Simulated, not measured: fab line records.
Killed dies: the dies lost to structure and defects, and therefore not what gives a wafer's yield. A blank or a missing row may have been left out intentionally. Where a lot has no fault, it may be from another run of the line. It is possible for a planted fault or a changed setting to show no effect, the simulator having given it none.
What tool caused it?	flow berkeleyCmos170	Sampling: 14 lots, 42 wafers, 5 of 331 route steps

WHAT THE GAUGES SHOWED, per wafer
UCB170_PFIELD_OVL_MEAS_06.
lot	measured	on	PFIELD_OVL (nm)
L843	day 4 17:43	overlay-01	-7 -12 -6
L844	day 5 05:50	overlay-01	-1 -2 -5
L842	day 5 06:07	overlay-01	-2 -1 -6
L845	day 5 10:17	overlay-01	-4 6 2
L846	day 5 10:20	overlay-02	11 0 7
L848	day 6 01:13	overlay-02	-3 3 3
L850	day 6 15:32	overlay-01	-9 6 4
L849	day 6 15:48	overlay-02	-4 3 6
L854	day 7 06:40	overlay-02	9 8 4
L856	day 7 18:47	overlay-01	3 -1 3
L858	day 8 05:04	overlay-02	-2 5 -4
L862	day 9 00:05	overlay-01	5 9 6
L863	day 9 00:28	overlay-02	6 -2 -5
L865	day 9 17:44	overlay-02	-3 -4 -4

UCB170_PFIELD_TW_MEAS_09.
lot	measured	on	PFIELD_TW
L843	day 4 18:00	filmMetro-04	612 610 609
L844	day 5 06:07	filmMetro-02	602 603 603
L842	day 5 06:25	filmMetro-04	602 604 602
L845	day 5 10:34	filmMetro-04	602 601 605
L846	day 5 10:38	filmMetro-02	604 604 604
L848	day 6 01:29	filmMetro-02	597 602 603
L850	day 6 15:49	filmMetro-04	604 604 606
L849	day 6 16:07	filmMetro-01	603 601 602
L854	day 7 06:56	filmMetro-01	605 604 600
L856	day 7 19:13	filmMetro-04	64 63 63
L858	day 8 05:22	filmMetro-01	61 61 60
L862	day 9 00:22	filmMetro-02	604 609 605
L863	day 9 00:46	filmMetro-02	603 604 605
L865	day 9 18:02	filmMetro-04	603 600 603

UCB170_FIELD_THK_MEAS_90.
lot	measured	on	FIELD_OXIDE_LEFT_1_THK (nm)
L843	day 5 07:51	filmMetro-01	450 439 443
L844	day 5 23:15	filmMetro-04	442 447 440
L842	day 5 23:25	filmMetro-03	424 423 426
L845	day 5 23:22	filmMetro-04	438 420 419
L846	day 5 23:19	filmMetro-04	422 431 434
L848	day 6 22:52	filmMetro-03	439 460 454
L850	day 7 08:31	filmMetro-04	438 437 442
L849	day 7 08:31	filmMetro-03	440 443 448
L854	day 7 20:08	filmMetro-04	451 465 453
L856	day 8 11:23	filmMetro-04	444 446 443
L858	day 8 22:08	filmMetro-04	443 460 447
L862	day 9 21:19	filmMetro-03	445 445 449
L863	day 9 21:18	filmMetro-04	438 432 429
L865	day 10 10:20	filmMetro-03	435 438 422

TOOL THAT RAN EACH LOT (tool first, then ch and the chambers of the sampled wafers, then the start)
lot	UCB170_ACTIVE_STRIP_16	UCB170_PFIELD_DEVELOP_05
L843	plasmaAsher-02 ch 0,1, day 4 16:28	lithoTrack-01 ch 0, day 4 17:00
L844	plasmaAsher-03 ch 0, day 5 00:53	lithoTrack-01 ch 0, day 5 05:00
L842	plasmaAsher-04 ch 0,1, day 5 00:57	lithoTrack-01 ch 0, day 5 06:00
L845	plasmaAsher-03 ch 0,1, day 5 07:42	lithoTrack-02 ch 0, day 5 10:00
L846	plasmaAsher-04 ch 0,1, day 5 08:05	lithoTrack-01 ch 0, day 5 10:00
L848	plasmaAsher-02 ch 0,1, day 5 23:56	lithoTrack-03 ch 0, day 6 01:00
L850	plasmaAsher-03 ch 0,1, day 6 13:06	lithoTrack-02 ch 0, day 6 15:00
L849	plasmaAsher-03 ch 0, day 6 13:29	lithoTrack-02 ch 0, day 6 15:00
L854	plasmaAsher-03 ch 0,1, day 7 05:18	lithoTrack-03 ch 0, day 7 06:00
L856	plasmaAsher-02 ch 0,1, day 7 16:20	lithoTrack-02 ch 0, day 7 18:00
L858	plasmaAsher-03 ch 0,1, day 8 02:38	lithoTrack-02 ch 0, day 8 04:00
L862	plasmaAsher-03 ch 0,1, day 8 22:16	lithoTrack-03 ch 0, day 8 23:00
L863	plasmaAsher-04 ch 0,1, day 8 22:31	lithoTrack-01 ch 0, day 9 00:00
L865	plasmaAsher-03 ch 0,1, day 9 15:28	lithoTrack-01 ch 0, day 9 17:00
- UCB170_ACTIVE_STRIP_16: strips in O2.
- UCB170_PFIELD_DEVELOP_05: develop time 45 s.

AS READ BY THE TOOLS THEMSELVES (means over the sampled wafers that have a number; for cases with no such wafer, the mark the record gives instead)
UCB170_ACTIVE_STRIP_16.
lot	tool	drypumpMotorCurrentA (A)	oesProductAu (a.u.)	stripTimeToEndpointS (s)
L843	plasmaAsher-02	5.94	0.721	18.12
L844	plasmaAsher-03	5.62	0.720	18.16
L842	plasmaAsher-04	5.92	0.716	18.02
L845	plasmaAsher-03	5.59	0.721	18.16
L846	plasmaAsher-04	5.80	0.720	18.12
L848	plasmaAsher-02	6.15	0.720	18.17
L850	plasmaAsher-03	5.57	0.723	18.19
L849	plasmaAsher-03	5.61	0.726	18.13
L854	plasmaAsher-03	5.58	0.720	18.19
L856	plasmaAsher-02	5.92	0.718	18.10
L858	plasmaAsher-03	5.60	0.724	18.02
L862	plasmaAsher-03	5.55	0.724	18.10
L863	plasmaAsher-04	5.78	0.720	18.10
L865	plasmaAsher-03	5.56	0.724	18.20

UCB170_PFIELD_DEVELOP_05.
lot	tool	resistLineTempC (C)
L843	lithoTrack-01	22.95
L844	lithoTrack-01	23.02
L842	lithoTrack-01	22.91
L845	lithoTrack-02	22.98
L846	lithoTrack-01	22.92
L848	lithoTrack-03	23.05
L850	lithoTrack-02	22.94
L849	lithoTrack-02	23.00
L854	lithoTrack-03	23.10
L856	lithoTrack-02	23.18
L858	lithoTrack-02	23.04
L862	lithoTrack-03	23.10
L863	lithoTrack-01	23.06
L865	lithoTrack-01	23.08

THE ANSWER, worked out from the rows above alone
Rule: the lots themselves supply what counts as usual. The widest of any qualifying gaps counts: lots, ordered by their means at a reading, are off when they make up no more than a third of the lots, leave a main group of 4 or more, and stand apart from it by 3 or more times the standard deviation of that group's means. A main group whose means are all the same, to the digits that the tables above print for the reading, isn't used. A lot without any number at a reading at which 4 lots or more have one is off too. Where the step has rows for the other lots, those lots are counted as sound. Order of review: gauges by route order, followed by the tools' own readings, for which a lot's mean as printed above is used. At the first step where some lot is off, the reading lying furthest off is the one used; lots without a number count as furthest.
Off: L856, L858, seen at UCB170_PFIELD_TW_MEAS_09 (PFIELD_TW). For the main group the mean is 604 and the standard deviation 2.4.
If a tool, at a process step before that reading, ran all the lots that are off and no sound lot after the first of them, it fits. Gauges at UCB170_PFIELD_TW_MEAS_09: tried the same way as those tools. One fits: lithoTrack-02 at UCB170_PFIELD_DEVELOP_05. Its last sound lot is L850 (day 6 15:00), its first lot that is off L856 (day 7 18:00): a fault that began between those two fits.

WHAT THE SIMULATOR PUT IN
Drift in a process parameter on lithoTrack-02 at UCB170_PFIELD_DEVELOP_05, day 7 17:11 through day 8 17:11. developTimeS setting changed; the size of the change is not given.
Shown lots that were struck: L856, L858. This agrees with what the rule above found.
